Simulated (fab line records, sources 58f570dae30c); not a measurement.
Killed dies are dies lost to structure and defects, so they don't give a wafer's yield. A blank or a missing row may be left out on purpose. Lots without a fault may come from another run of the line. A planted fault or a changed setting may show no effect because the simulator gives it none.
Which tool did it? | flow berkeley_cmos170 | 14 lots, 42 wafers sampled, at 3 steps of a route of 331

WHAT THE GAUGES READ, wafer by wafer
UCB170_M2_RS_MEAS_02: measures by four-point-probe. Usual: M2_AL_RS 0.0323 ohm/sq, standard deviation 0.00034.
lot  | measured     | on            | M2_AL_RS (ohm/sq)    | flag
L947 | day 9 03:38  | film_metro-01 | 0.0323 0.0320 0.0319 |
L952 | day 9 14:01  | film_metro-01 | 0.0321 0.0320 0.0320 |
L951 | day 9 14:13  | film_metro-01 | 0.0326 0.0328 0.0327 |
L950 | day 9 14:41  | film_metro-01 | 0.0323 0.0323 0.0324 |
L954 | day 10 17:52 | film_metro-02 | 0.0325 0.0326 0.0323 |
L956 | day 11 03:28 | film_metro-02 | 0.0325 0.0324 0.0323 |
L958 | day 11 06:10 | film_metro-03 | 0.0324 0.0318 0.0321 |
L957 | day 11 06:47 | film_metro-03 | 0.0318 0.0319 0.0322 |
L955 | day 11 07:05 | film_metro-02 | 0.0325 0.0327 0.0324 |
L960 | day 11 07:59 | film_metro-03 | 0.0324 0.0325 0.0327 |
L961 | day 11 19:52 | film_metro-01 | 0.0160 0.0160 0.0160 | OFF
L962 | day 11 22:46 | film_metro-03 | 0.0319 0.0316 0.0321 |
L966 | day 12 13:13 | film_metro-02 | 0.0161 0.0162 0.0161 | OFF
L968 | day 13 03:31 | film_metro-01 | 0.0323 0.0328 0.0326 |

UCB170_M2_THK_MEAS_03: measures by xrf. Usual: M2_AL_THK 893 nm, standard deviation 9.4.
lot  | measured     | on            | M2_AL_THK (nm) | flag
L947 | day 9 03:44  | film_metro-01 | 897 903 905    |
L952 | day 9 14:08  | film_metro-01 | 903 909 902    |
L951 | day 9 14:20  | film_metro-01 | 887 883 885    |
L950 | day 9 14:47  | film_metro-01 | 896 895 891    |
L954 | day 10 17:58 | film_metro-02 | 886 884 888    |
L956 | day 11 03:35 | film_metro-02 | 890 892 899    |
L958 | day 11 06:15 | film_metro-03 | 882 894 890    |
L957 | day 11 06:54 | film_metro-03 | 902 898 891    |
L955 | day 11 07:11 | film_metro-02 | 884 887 891    |
L960 | day 11 08:05 | film_metro-03 | 882 877 878    |
L961 | day 11 19:59 | film_metro-01 | 1806 1806 1809 | OFF
L962 | day 11 22:52 | film_metro-03 | 897 902 894    |
L966 | day 12 13:19 | film_metro-02 | 1776 1760 1774 | OFF
L968 | day 13 03:38 | film_metro-01 | 898 886 888    |

WHICH TOOL RAN EACH LOT (tool, then ch and the chambers of the sampled wafers, then the start)
lot  | UCB170_M2_SPUTTER_01
L947 | pvd_sputter-03, day 9 03:32
L952 | pvd_sputter-03, day 9 13:55
L951 | pvd_sputter-02, day 9 14:08
L950 | pvd_sputter-03, day 9 14:31
L954 | pvd_sputter-04, day 10 17:46
L956 | pvd_sputter-03, day 11 03:23
L958 | pvd_sputter-02, day 11 06:01
L957 | pvd_sputter-04, day 11 06:42
L955 | pvd_sputter-03, day 11 06:58
L960 | pvd_sputter-04, day 11 07:53
L961 | pvd_sputter-04, day 11 19:31
L962 | pvd_sputter-03, day 11 22:38
L966 | pvd_sputter-02, day 12 12:52
L968 | pvd_sputter-04, day 13 03:26
- UCB170_M2_SPUTTER_01: material Al, target thk 900 nm, time 120 s.

WHAT THE TOOLS THEMSELVES READ (means of the sampled wafers that have a number; where no wafer has one, the mark that the record gives instead)
UCB170_M2_SPUTTER_01. Usual: throttle_valve_pct 30.0 %, standard deviation 1.2.
lot  | tool           | throttle_valve_pct (%) | flag
L947 | pvd_sputter-03 | 30.2                   |
L952 | pvd_sputter-03 | 30.0                   |
L951 | pvd_sputter-02 | 28.5                   |
L950 | pvd_sputter-03 | 29.5                   |
L954 | pvd_sputter-04 | 30.4                   |
L956 | pvd_sputter-03 | 29.9                   |
L958 | pvd_sputter-02 | 30.2                   |
L957 | pvd_sputter-04 | 30.3                   |
L955 | pvd_sputter-03 | 30.7                   |
L960 | pvd_sputter-04 | 30.5                   |
L961 | pvd_sputter-04 | 30.4                   |
L962 | pvd_sputter-03 | 30.4                   |
L966 | pvd_sputter-02 | 29.4                   |
L968 | pvd_sputter-04 | 30.3                   |

THE ANSWER, worked out from the rows above alone
Rule: a lot is off if the mean of its wafers that have a number lies more than 3 standard deviations from the usual mean. A lot without any number at a reading at which 4 lots or more have one is off too. The other lots that the step has rows for count as sound. The gauges are gone through in route order, then the tools' own readings, and for those a lot's mean is taken as printed above. The first step at which some lot is off is used, and at that step the reading that is off furthest; a lot without a number counts as furthest.
Off: L961, L966, at UCB170_M2_RS_MEAS_02 (M2_AL_RS).
A tool fits if, at a process step before that reading, it ran every lot that is off, and no sound lot after the first of them. The gauges at UCB170_M2_RS_MEAS_02 are tried like those tools. None of those tried fits.

WHAT THE SIMULATOR HAD PUT IN
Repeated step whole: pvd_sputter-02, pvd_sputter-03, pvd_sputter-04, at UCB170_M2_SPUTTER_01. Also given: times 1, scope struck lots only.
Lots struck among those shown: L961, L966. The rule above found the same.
